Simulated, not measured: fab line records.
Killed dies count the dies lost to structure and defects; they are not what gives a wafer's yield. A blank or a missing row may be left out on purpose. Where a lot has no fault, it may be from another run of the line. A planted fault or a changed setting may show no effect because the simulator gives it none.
fab line records	flow berkeleyCmos170	part 1 of 2: steps 1 to 35 of 44
[record] lots = 6	wafers = 18	lastDay = 12
route steps=331 shown SDANNEAL@205 PSD@206 NSD@207 PLDD@208 NLDD@209 SILICIDE@210 CONTACT@216 M1@238 M3@331
lots with no fault: from the same line, run without faults
startH: hours from the record's first day to the start of the lot's first wafer shown	waitH: time in hours since the lot's previous step	" as in the row above	L1.1+2: several wafers, shown together as one row	- no value, or no start given	* or withheld: withheld	< > ~ a bound
route shown NAME@n: a module of which the file shows steps, and the number in the route of the first	usual: the fault-free wafers' mean and standard deviation	same: alike in all rows	chamber/n: place in a boat	sites: each site's reading	_std_site: how widely they spread, as a standard deviation	_edge_site: mean of outer sites minus mean of inner sites	radiusMm: how far each site lies from the wafer's centre	mask NAME#n: copy n	behind: the tool/chamber that last shaped the wafer	hold: why the lot was held/for how many hours/how that ended	device: names the non-switching transistor (n, p or np)	end of line: at the end of the route, the tests of the same wafers	step lacking rows: just its recipe	killed: dies that structure and defects cost at the first sort, which is not the same as the wafer's yield	map: shows each die of a wafer: x if killed, . if not, _ if none is there
set.NAME: setting as actually run; set.NAME@STEP: the setting as run at that earlier step	model.NAME: the simulator's own value behind a step, which no gauge read
certain route steps with their lots: each step a table, each wafer a row
services: a tool's chamber out of use, with start hour (startH, from the record's first day; less than 0 if before it), hours out, and reason
[[steps]]
[step UCB170_SDANNEAL_RTA_01]
[recipe] tempC = 1050	timeS = 5	ambient = N2
[step UCB170_SDANNEAL_RS_MEAS_02]
[recipe] thkMeasGauge = four-point-probe
[usual] PSD_RS = 75.46/0.29
lot.wafer	tool	chamber	startH	waitH	PSD_RS[ohm/sq]
L969.1	filmMetro-01	-	134.91	0.0	75.36
L969.4	"	-	"	"	75.43
L969.5	"	-	"	"	75.41
L973.2	filmMetro-01	-	152.45	0.1	75.33
L973.4	"	-	"	"	75.40
L973.5	"	-	"	"	75.33
L985.1	filmMetro-01	-	229.62	0.0	74.98
L985.2	"	-	"	"	74.84
L985.4	"	-	"	"	75.06
L983.3	filmMetro-01	-	230.27	0.1	75.11
L983.5	"	-	"	"	75.25
L983.6	"	-	"	"	75.07
L989.2	filmMetro-01	-	245.10	0.1	75.35
L989.3	"	-	"	"	75.66
L989.4	"	-	"	"	75.21
L991.1	filmMetro-01	-	253.92	0.0	75.08
L991.5	"	-	"	"	75.13
L991.6	"	-	"	"	75.08
[step UCB170_SDANNEAL_RS_MEAS_03]
[recipe] thkMeasGauge = four-point-probe
[usual] NSD_RS = 37.24/0.12
lot.wafer	tool	chamber	startH	waitH	NSD_RS[ohm/sq]
L969.1	filmMetro-01	-	135.03	0.1	37.14
L969.4	"	-	"	"	37.21
L969.5	"	-	"	"	37.14
L973.2	filmMetro-01	-	152.57	0.1	37.24
L973.4	"	-	"	"	37.24
L973.5	"	-	"	"	37.32
L985.1	filmMetro-01	-	229.74	0.1	37.24
L985.2	"	-	"	"	37.18
L985.4	"	-	"	"	37.18
L983.3	filmMetro-01	-	230.39	0.1	37.31
L983.5	"	-	"	"	37.25
L983.6	"	-	"	"	37.29
L989.2	filmMetro-01	-	245.22	0.1	37.21
L989.3	"	-	"	"	37.17
L989.4	"	-	"	"	37.10
L991.1	filmMetro-01	-	254.04	0.1	37.00
L991.5	"	-	"	"	37.15
L991.6	"	-	"	"	37.12
[step UCB170_SDANNEAL_RS_MEAS_04]
[recipe] thkMeasGauge = four-point-probe
[usual] PLDD_RS = 1031.0/2.6
lot.wafer	tool	chamber	startH	waitH	PLDD_RS[ohm/sq]
L969.1	filmMetro-01	-	135.15	0.1	1031.0
L969.4	"	-	"	"	1027.8
L969.5	"	-	"	"	1027.6
L973.2	filmMetro-01	-	152.69	0.1	1029.4
L973.4	"	-	"	"	1029.4
L973.5	"	-	"	"	1029.2
L985.1	filmMetro-01	-	229.86	0.1	1028.9
L985.2	"	-	"	"	1031.3
L985.4	"	-	"	"	1030.5
L983.3	filmMetro-01	-	230.51	0.1	1032.4
L983.5	"	-	"	"	1032.7
L983.6	"	-	"	"	1031.4
L989.2	filmMetro-01	-	245.34	0.1	1028.8
L989.3	"	-	"	"	1032.3
L989.4	"	-	"	"	1033.7
L991.1	filmMetro-01	-	254.16	0.1	1031.5
L991.5	"	-	"	"	1031.9
L991.6	"	-	"	"	1030.8
[step UCB170_SDANNEAL_RS_MEAS_05]
[recipe] thkMeasGauge = four-point-probe
[usual] NLDD_RS = 615.9/1.6
lot.wafer	tool	chamber	startH	waitH	NLDD_RS[ohm/sq]
L969.1	filmMetro-01	-	135.27	0.1	617.8
L969.4	"	-	"	"	616.1
L969.5	"	-	"	"	616.2
L973.2	filmMetro-01	-	152.81	0.1	611.6
L973.4	"	-	"	"	613.7
L973.5	"	-	"	"	614.8
L985.1	filmMetro-01	-	229.98	0.1	614.2
L985.2	"	-	"	"	615.7
L985.4	"	-	"	"	617.8
L983.3	filmMetro-01	-	230.63	0.1	613.7
L983.5	"	-	"	"	612.7
L983.6	"	-	"	"	612.7
L989.2	filmMetro-01	-	245.46	0.1	618.2
L989.3	"	-	"	"	617.7
L989.4	"	-	"	"	616.6
L991.1	filmMetro-01	-	254.28	0.1	616.3
L991.5	"	-	"	"	614.8
L991.6	"	-	"	"	616.4
[step UCB170_SILICIDE_PRE_CLEAN_00]
[recipe] gas = Ar	precleanEtchTimeS = 60
[step UCB170_SILICIDE_SPUTTER_01]
[recipe] material = Ti	targetThkNm = 30	timeS = 25	powerW = 1500	chamberPressurePa = 0.5
[usual] throttleValvePct = 30.3/0.88
[same] timeS = 25
lot.wafer	tool	chamber	startH	waitH	throttleValvePct
L969.1	pvdSputter-01	-	135.45	0.0	31.4
L969.4	"	-	"	"	29.7
L969.5	"	-	"	"	31.2
L973.2	pvdSputter-03	-	152.97	0.0	29.2
L973.4	"	-	"	"	29.3
L973.5	"	-	"	"	29.7
L985.1	pvdSputter-02	-	230.17	0.0	29.2
L985.2	"	-	"	"	29.4
L985.4	"	-	"	"	30.3
L983.3	pvdSputter-01	-	230.78	0.0	30.5
L983.5	"	-	"	"	29.6
L983.6	"	-	"	"	31.5
L989.2	pvdSputter-02	-	245.63	0.0	30.7
L989.3	"	-	"	"	30.6
L989.4	"	-	"	"	29.2
L991.1	pvdSputter-03	-	254.47	0.0	31.7
L991.5	"	-	"	"	31.5
L991.6	"	-	"	"	29.2
[step UCB170_SILICIDE_RS_MEAS_02]
[recipe] thkMeasGauge = four-point-probe	reads = Ti_of_SILICIDE_SPUTTER_01
[usual] SILICIDE_TI_RS = 26.3/0.46
lot.wafer	tool	chamber	startH	waitH	SILICIDE_TI_RS[ohm/sq]
L969.1	filmMetro-02	-	135.48	0.0	26.5
L969.4	"	-	"	"	26.9
L969.5	"	-	"	"	26.4
L973.2	filmMetro-04	-	153.02	0.0	26.0
L973.4	"	-	"	"	26.4
L973.5	"	-	"	"	26.2
L985.1	filmMetro-04	-	230.20	0.0	25.9
L985.2	"	-	"	"	26.6
L985.4	"	-	"	"	26.0
L983.3	filmMetro-04	-	230.85	0.1	26.5
L983.5	"	-	"	"	27.3
L983.6	"	-	"	"	26.4
L989.2	filmMetro-04	-	245.68	0.0	26.0
L989.3	"	-	"	"	26.1
L989.4	"	-	"	"	25.9
L991.1	filmMetro-02	-	254.53	0.0	26.6
L991.5	"	-	"	"	26.4
L991.6	"	-	"	"	26.5
[step UCB170_SILICIDE_THK_MEAS_03]
[recipe] thkMeasGauge = xrf	reads = Ti_of_SILICIDE_SPUTTER_01
[usual] SILICIDE_TI_THK = 30.3/0.46
lot.wafer	tool	chamber	startH	waitH	SILICIDE_TI_THK[nm]
L969.1	filmMetro-02	-	135.60	0.1	30.2
L969.4	"	-	"	"	29.9
L969.5	"	-	"	"	30.2
L973.2	filmMetro-04	-	153.13	0.1	30.6
L973.4	"	-	"	"	30.2
L973.5	"	-	"	"	30.4
L985.1	filmMetro-04	-	230.32	0.1	30.7
L985.2	"	-	"	"	29.9
L985.4	"	-	"	"	30.3
L983.3	filmMetro-04	-	230.95	0.1	30.2
L983.5	"	-	"	"	29.2
L983.6	"	-	"	"	30.1
L989.2	filmMetro-04	-	245.79	0.1	30.8
L989.3	"	-	"	"	30.4
L989.4	"	-	"	"	30.8
L991.1	filmMetro-02	-	254.65	0.1	30.0
L991.5	"	-	"	"	30.2
L991.6	"	-	"	"	30.0
[step UCB170_SILICIDE_RTA_04]
[recipe] tempC = 650	timeS = 15	ambient = N2
[usual] lampPowerPct = 10.6/0.48	wafer_temp_C_max = 652.0/0.46
[same] timeS = 15
lot.wafer	tool	chamber	startH	waitH	lampPowerPct	wafer_temp_C_max
L969.1	rtpAnneal-01	0	135.66	0.1	10.2	652.1
L969.4	"	0	"	"	10.1	651.8
L969.5	"	0	"	"	10.1	651.0
L973.2	rtpAnneal-01	0	153.20	0.1	10.1	651.3
L973.4	"	0	"	"	10.1	652.5
L973.5	"	0	"	"	10.1	651.9
L985.1	rtpAnneal-01	0	230.38	0.1	10.2	652.6
L985.2	"	0	"	"	10.1	651.9
L985.4	"	0	"	"	10.2	651.4
L983.3	rtpAnneal-01	0	231.02	0.1	10.1	651.7
L983.5	"	0	"	"	10.2	651.8
L983.6	"	0	"	"	10.1	651.3
L989.2	rtpAnneal-02	0	245.85	0.1	11.1	652.3
L989.3	"	0	"	"	11.1	652.5
L989.4	"	0	"	"	11.1	652.4
L991.1	rtpAnneal-02	0	254.71	0.1	11.1	652.8
L991.5	"	0	"	"	11.1	652.6
L991.6	"	0	"	"	11.1	652.6
[step UCB170_SILICIDE_WET_ETCH_05]
[recipe] chemistry = SPM	timeS = 45	tempC = 120	target = Ti
[step UCB170_CONTACT_CLEAN_00]
[recipe] chemistry = SPM	tempC = 120	timeS = 600
[step UCB170_CONTACT_CVD_01]
[recipe] material = PSG	targetThkNm = 700	tempC = 450	precursor = SiH4/O2/PH3	timeS = 2820	pressureMtorr = 300	sih4FlowSccm = 60	o2FlowSccm = 90	ph3FlowSccm = 25
[usual] ph3FlowSccm = 24.99/0.07	pressureMtorr = 299.8/0.64	spikeTcCentreC = 451.3/1.5	spikeTcLoadC = 470.8/1.9	zonePowerSourcePct = 7.7/0.56
[same] timeS = 2820
lot.wafer	tool	chamber	startH	waitH	ph3FlowSccm	pressureMtorr	spikeTcCentreC	spikeTcLoadC	zonePowerSourcePct	model.PSG_of_CONTACT_CVD_01.thkNm
L969.1	lpcvd-01	0	137.32	0.0	24.98	299.0	451.1	470.9	8.7	699.2
L969.4	"	0	"	"	24.93	300.5	452.1	472.2	8.3	699.1
L969.5	"	0	"	"	24.95	299.9	449.7	471.6	8.6	703.1
L973.2	lpcvd-02	0	153.81	0.0	25.06	299.5	449.7	474.0	6.9	703.4
L973.4	"	0	"	"	25.07	298.9	448.9	473.4	6.9	705.2
L973.5	"	0	"	"	24.97	300.1	452.3	473.5	6.8	706
L985.1	lpcvd-02	0	230.83	0.0	30.00	299.5	449.0	473.3	6.7	731.7
L985.2	"	0	"	"	30.04	299.6	451.0	474.3	6.9	722.4
L985.4	"	0	"	"	30.09	299.3	450.3	473.3	6.8	727.8
L983.3	lpcvd-02	0	232.61	1.3	29.94	299.7	450.5	472.0	6.9	711.8
L983.5	"	0	"	"	30.04	299.4	450.9	472.3	6.8	711.7
L983.6	"	0	"	"	29.99	299.7	450.5	473.4	6.9	706.6
L989.2	lpcvd-01	1	246.86	0.7	25.02	300.3	450.6	469.5	7.7	705.9
L989.3	"	1	"	"	24.95	300.6	449.2	468.6	7.7	706.1
L989.4	"	1	"	"	24.94	300.9	452.0	467.3	7.6	706.8
L991.1	lpcvd-01	1	255.44	0.4	24.93	299.1	452.2	468.7	7.7	710.5
L991.5	"	1	"	"	25.05	301.3	451.1	469.9	7.7	713.1
L991.6	"	1	"	"	25.05	300.6	450.4	469.0	7.6	714.6
[step UCB170_CONTACT_THK_MEAS_02]
[recipe] reads = PSG_of_CONTACT_CVD_01
[usual] CONTACT_PSG_THK = 701/5.7
lot.wafer	tool	chamber	startH	waitH	CONTACT_PSG_THK[nm]
L969.1	filmMetro-04	-	139.10	0.0	699
L969.4	"	-	"	"	698
L969.5	"	-	"	"	703
L973.2	filmMetro-01	-	155.61	0.0	704
L973.4	"	-	"	"	705
L973.5	"	-	"	"	706
L985.1	filmMetro-01	-	232.61	0.0	731
L985.2	"	-	"	"	722
L985.4	"	-	"	"	728
L983.3	filmMetro-01	-	234.42	0.0	712
L983.5	"	-	"	"	712
L983.6	"	-	"	"	706
L989.2	filmMetro-01	-	248.65	0.0	706
L989.3	"	-	"	"	706
L989.4	"	-	"	"	707
L991.1	filmMetro-01	-	257.22	0.0	710
L991.5	"	-	"	"	713
L991.6	"	-	"	"	714
[step UCB170_CONTACT_HMDS_03]
[recipe] primeTimeS = 60	primeTempC = 100
[step UCB170_CONTACT_COAT_04]
[recipe] resist = KrF	spinRpm = 1500	resistThkNm = 900
[step UCB170_CONTACT_SOFTBAKE_05]
[recipe] resist = KrF	tempC = 130	timeS = 60
[step UCB170_CONTACT_STRIP_06]
[recipe] chemistry = O2	powerW = 400	pressureMtorr = 3500	platenTempC = withheld	o2FlowSccm = 400	overashFraction = 0.5
[usual] drypumpMotorCurrentA = 5.6/0.53	oesProductAu = 0.735/0.0046	stripTimeToEndpointS = 21.96/0.066
lot.wafer	tool	chamber	startH	waitH	drypumpMotorCurrentA	oesProductAu	rfHoursCounterH	stripTimeToEndpointS
L969.1	plasmaAsher-02	1	139.71	0.1	4.7	0.734	42	22.08
L969.4	"	1	"	"	4.7	0.741	-	22.07
L969.5	"	1	"	"	4.7	0.735	-	22.08
L973.2	plasmaAsher-01	0	156.23	0.1	6.1	0.731	39	21.97
L973.4	"	0	"	"	6.1	0.734	-	22.01
L973.5	"	1	"	"	5.7	0.738	-	22.01
L985.1	plasmaAsher-04	1	233.12	0.1	5.5	0.728	53	21.95
L985.2	"	0	"	"	5.0	0.734	53	21.96
L985.4	"	1	"	"	5.5	0.735	-	21.88
L983.3	plasmaAsher-01	1	235.15	0.1	5.8	0.730	-	21.99
L983.5	"	1	"	"	5.8	0.736	-	21.91
L983.6	"	0	"	"	6.1	0.733	-	21.89
L989.2	plasmaAsher-01	1	249.40	0.1	5.8	0.735	49	21.92
L989.3	"	0	"	"	6.1	0.737	-	21.88
L989.4	"	1	"	"	5.8	0.732	-	21.90
L991.1	plasmaAsher-02	0	257.73	0.1	6.4	0.739	55	21.99
L991.5	"	0	"	"	6.4	0.729	-	22.03
L991.6	"	1	"	"	4.7	0.732	-	22.03
[step UCB170_CONTACT_CLEAN_07]
[recipe] chemistry = SPM	tempC = 120	timeS = 600
[step UCB170_CONTACT_RTA_08]
[recipe] tempC = 900	timeS = 10	ambient = N2
[usual] lampPowerPct = 24.7/1.1	wafer_temp_C_max = 902.8/0.61
[same] timeS = 10
lot.wafer	tool	chamber	startH	waitH	lampPowerPct	wafer_temp_C_max
L969.1	rtpAnneal-01	0	139.98	0.0	23.7	903.2
L969.4	"	0	"	"	23.7	902.6
L969.5	"	0	"	"	23.7	903.3
L973.2	rtpAnneal-02	0	156.53	0.0	25.9	903.3
L973.4	"	0	"	"	25.9	902.9
L973.5	"	0	"	"	25.9	903.6
L985.1	rtpAnneal-02	0	234.12	0.0	26.0	902.7
L985.2	"	0	"	"	25.9	902.4
L985.4	"	0	"	"	26.0	902.5
L983.3	rtpAnneal-02	0	235.42	0.0	25.9	902.3
L983.5	"	0	"	"	25.9	903.1
L983.6	"	0	"	"	25.9	903.3
L989.2	rtpAnneal-02	0	250.85	0.0	25.9	902.8
L989.3	"	0	"	"	25.9	901.9
L989.4	"	0	"	"	26.0	902.8
L991.1	rtpAnneal-02	0	258.02	0.0	25.9	902.6
L991.5	"	0	"	"	25.9	902.2
L991.6	"	0	"	"	25.9	902.8
[step UCB170_CONTACT_COAT_09]
[recipe] resist = BARC	tempC = withheld	timeS = withheld	spinRpm = 3000	resistThkNm = withheld
[step UCB170_CONTACT_COAT_10]
[recipe] resist = KrF	spinRpm = 1500	resistThkNm = 900
[step UCB170_CONTACT_SOFTBAKE_11]
[recipe] resist = KrF	tempC = 130	timeS = 60
[step UCB170_CONTACT_EXPOSE_12]
[recipe] maskId = CONT	targetCdNm = 700	na = 0.5	sigmaOuter = 0.6	sourceShape = conventional	doseMj = 35
[step UCB170_CONTACT_PEB_13]
[recipe] pebTempC = 130	pebTimeS = withheld	resist = KrF
[step UCB170_CONTACT_DEVELOP_14]
[recipe] developer = TMAH	developTimeS = 45	resist = KrF	devTempC = 21
[step UCB170_CONTACT_CD_MEAS_15]
[recipe] targetCdNm = 700
[usual] cdNm = 699.4/1.3
lot.wafer	tool	chamber	startH	waitH	cdNm
L969.1	cdSem-01	-	140.95	-	699.2
L969.4	"	-	"	"	700.8
L969.5	"	-	"	"	700.3
L973.2	cdSem-01	-	158.06	-	699.9
L973.4	"	-	"	"	699.0
L973.5	"	-	"	"	698.3
L985.1	cdSem-01	-	235.48	-	697.8
L985.2	"	-	"	"	699.6
L985.4	"	-	"	"	698.9
L983.3	cdSem-02	-	236.68	-	700.0
L983.5	"	-	"	"	697.5
L983.6	"	-	"	"	698.6
L989.2	cdSem-01	-	252.20	-	701.2
L989.3	"	-	"	"	700.3
L989.4	"	-	"	"	699.8
L991.1	cdSem-01	-	259.26	-	697.4
L991.5	"	-	"	"	696.9
L991.6	"	-	"	"	696.5
[step UCB170_CONTACT_OVL_MEAS_16]
[usual] CONTACT_OVL = -3/5.3
lot.wafer	tool	chamber	startH	waitH	CONTACT_OVL[nm]
L969.1	overlay-02	-	141.07	0.1	4
L969.4	"	-	"	"	-4
L969.5	"	-	"	"	7
L973.2	overlay-02	-	158.17	0.1	2
L973.4	"	-	"	"	-4
L973.5	"	-	"	"	1
L985.1	overlay-01	-	235.60	0.1	-7
L985.2	"	-	"	"	-1
L985.4	"	-	"	"	-6
L983.3	overlay-02	-	236.77	0.1	-8
L983.5	"	-	"	"	-2
L983.6	"	-	"	"	-6
L989.2	overlay-01	-	252.30	0.1	1
L989.3	"	-	"	"	-2
L989.4	"	-	"	"	-9
L991.1	overlay-02	-	259.38	0.1	-13
L991.5	"	-	"	"	-3
L991.6	"	-	"	"	-6
[step UCB170_CONTACT_ETCH_17]
[recipe] chemistry = N2/H2	targetDepthA = withheld	overetchA = withheld	target = BARC	timeS = withheld	sourceW = 500	biasW = 100	pressureMtorr = 30	n2FlowSccm = 100	h2FlowSccm = 200
[step UCB170_CONTACT_ETCH_18]
[recipe] chemistry = CHF3/CF4/Ar	target = PSG	stopOn = TiSi2	CHF3_flow_sccm = 45	cf4FlowSccm = 15	Ar_flow_sccm = 150	pressureMtorr = 200	rfW = 700	targetDepthA = 8400	overEtchFrac = 0.2	timeS = 195
[usual] drypumpMotorCurrentA = 5.8/0.41	oesProductAu = 0.901/0.012	throttleValvePct = 6.90/0.14
[same] timeS = 195
lot.wafer	tool	chamber	startH	waitH	drypumpMotorCurrentA	oesProductAu	rfHoursCounterH	throttleValvePct	model.etch.depthNm	model.CONTACT.featureDepthNm
L969.1	rieDiel-01	0	-	-	5.2	0.916	70	6.92	699.2	699.2
L969.4	"	3	"	"	5.3	0.909	9	6.85	699.1	699.1
L969.5	"	0	"	"	5.2	0.917	-	6.94	703.1	703.1
L973.2	rieDiel-04	2	-	-	5.4	0.902	19	7.07	703.4	703.4
L973.4	"	1	"	"	5.9	0.909	64	6.83	705.2	705.2
L973.5	"	3	"	"	5.9	0.904	-	7.01	706	706
L985.1	rieDiel-02	0	-	-	6.4	0.905	108	6.82	731.7	731.7
L985.2	"	2	"	"	5.4	0.933	88	6.87	722.4	722.4
L985.4	"	2	"	"	5.4	0.942	-	6.87	727.8	727.8
L983.3	rieDiel-01	2	-	-	5.8	0.902	43	6.98	711.8	711.8
L983.5	"	0	"	"	5.2	0.917	-	6.94	711.7	711.7
L983.6	"	1	"	"	5.7	0.916	-	6.59	706.6	706.6
L989.2	rieDiel-01	2	-	-	5.8	0.892	43	6.99	705.9	705.9
L989.3	"	0	"	"	5.2	0.919	76	6.93	706.1	706.1
L989.4	"	3	"	"	5.3	0.919	14	6.85	706.8	706.8
L991.1	rieDiel-04	0	-	-	6.5	0.907	138	6.92	710.5	710.5
L991.5	"	2	"	"	5.4	0.908	-	7.08	713.1	713.1
L991.6	"	3	"	"	5.9	0.901	-	7.00	714.6	714.6
[step UCB170_CONTACT_STRIP_19]
[recipe] chemistry = O2	powerW = 400	pressureMtorr = 3500	platenTempC = withheld	o2FlowSccm = 400	overashFraction = 0.5
[step UCB170_CONTACT_CD_MEAS_90]
[recipe] targetCdNm = 700
[usual] cdNm = 699.3/1.6
lot.wafer	tool	chamber	startH	waitH	cdNm
L969.1	cdSem-01	-	141.37	0.1	698.0
L969.4	"	-	"	"	699.0
L969.5	"	-	"	"	700.4
L973.2	cdSem-01	-	158.49	0.1	700.5
L973.4	"	-	"	"	699.1
L973.5	"	-	"	"	697.7
L985.1	cdSem-01	-	235.90	0.1	696.8
L985.2	"	-	"	"	698.1
L985.4	"	-	"	"	697.6
L983.3	cdSem-01	-	237.10	0.1	701.1
L983.5	"	-	"	"	696.9
L983.6	"	-	"	"	698.4
L989.2	cdSem-01	-	252.62	0.1	702.4
L989.3	"	-	"	"	699.4
L989.4	"	-	"	"	699.6
L991.1	cdSem-01	-	259.68	0.1	697.9
L991.5	"	-	"	"	698.1
L991.6	"	-	"	"	698.0
[step UCB170_CONTACT_CLEAN_20]
[recipe] chemistry = SPM	tempC = 120	timeS = 600
[step UCB170_M1_SPUTTER_00]
[recipe] material = Al	targetThkNm = 600	timeS = 80	powerW = 6000	chamberPressurePa = 0.5
[usual] throttleValvePct = 30.3/0.97
[same] timeS = 80
lot.wafer	tool	chamber	startH	waitH	throttleValvePct
L969.1	pvdSputter-01	-	141.67	0.0	29.4
L969.4	"	-	"	"	30.7
L969.5	"	-	"	"	29.6
L973.2	pvdSputter-01	-	158.78	0.0	29.6
L973.4	"	-	"	"	30.5
L973.5	"	-	"	"	30.8
L985.1	pvdSputter-04	-	236.36	0.0	30.0
L985.2	"	-	"	"	30.9
L985.4	"	-	"	"	29.8
L983.3	pvdSputter-01	-	237.35	0.0	31.1
L983.5	"	-	"	"	31.5
L983.6	"	-	"	"	30.6
L989.2	pvdSputter-01	-	252.91	0.0	31.2
L989.3	"	-	"	"	29.6
L989.4	"	-	"	"	30.5
L991.1	pvdSputter-03	-	259.99	0.0	31.3
L991.5	"	-	"	"	29.4
L991.6	"	-	"	"	31.6
[step UCB170_M1_RS_MEAS_01]
[recipe] thkMeasGauge = four-point-probe	reads = Al_of_M1_SPUTTER_00
[usual] M1_AL_RS = 0.0484/0.00065
lot.wafer	tool	chamber	startH	waitH	M1_AL_RS[ohm/sq]
L969.1	filmMetro-02	-	141.73	0.0	0.0493
L969.4	"	-	"	"	0.0496
L969.5	"	-	"	"	0.0497
L973.2	filmMetro-02	-	158.86	0.1	0.0489
L973.4	"	-	"	"	0.0487
L973.5	"	-	"	"	0.0491
L985.1	filmMetro-03	-	236.42	0.0	0.0470
L985.2	"	-	"	"	0.0479
L985.4	"	-	"	"	0.0479
L983.3	filmMetro-01	-	237.46	0.1	0.0483
L983.5	"	-	"	"	0.0482
L983.6	"	-	"	"	0.0486
L989.2	filmMetro-02	-	252.99	0.1	0.0484
L989.3	"	-	"	"	0.0484
L989.4	"	-	"	"	0.0486
L991.1	filmMetro-01	-	260.05	0.0	0.0471
L991.5	"	-	"	"	0.0480
L991.6	"	-	"	"	0.0478
[[key]]
[firstSign] step = UCB170_CONTACT_CVD_01	reading = ph3FlowSccm	direction = up	sigmas = 72	usual = 24.99	struck = 30.02
[effect] step = UCB170_CONTACT_THK_MEAS_02	reading = CONTACT_PSG_THK	direction = up	sigmas = 3.1	usual = 701	struck = 719
[modelEffect] step = UCB170_CONTACT_CVD_01	value = PSG_of_CONTACT_CVD_01.thkNm	without = 698.6	struck = 718.6
[modelEffect] step = UCB170_CONTACT_ETCH_18	value = etch.depthNm	without = 698.6	struck = 718.6
[modelEffect] step = UCB170_M1_METAL_ETCH_12	value = PSG_of_CONTACT_CVD_01.thkNm	without = 660.8	struck = 680.8
metAt UCB170_CONTACT_CVD_01
struckWafers L983.3,L983.5,L983.6,L985.1,L985.2,L985.4
testerLeftOut L983,L985
onsetBetween 153.81 230.83
[fault] kind = processParameterDrift	tool = lpcvd-02	chamber = -	onsetH = 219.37	steps = UCB170_CONTACT_CVD_01	channel = ph3FlowSccm	offset = 5	shape = step	endH = 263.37	stated = 25
// testerLeftOut: of these lots the tester's yield and bins aren't shown, on N5 and GAA mostly nor the transistor test; their killed dies are dies lost to structure and defects alone, not to doping, threshold or leakage, so they don't give the yield
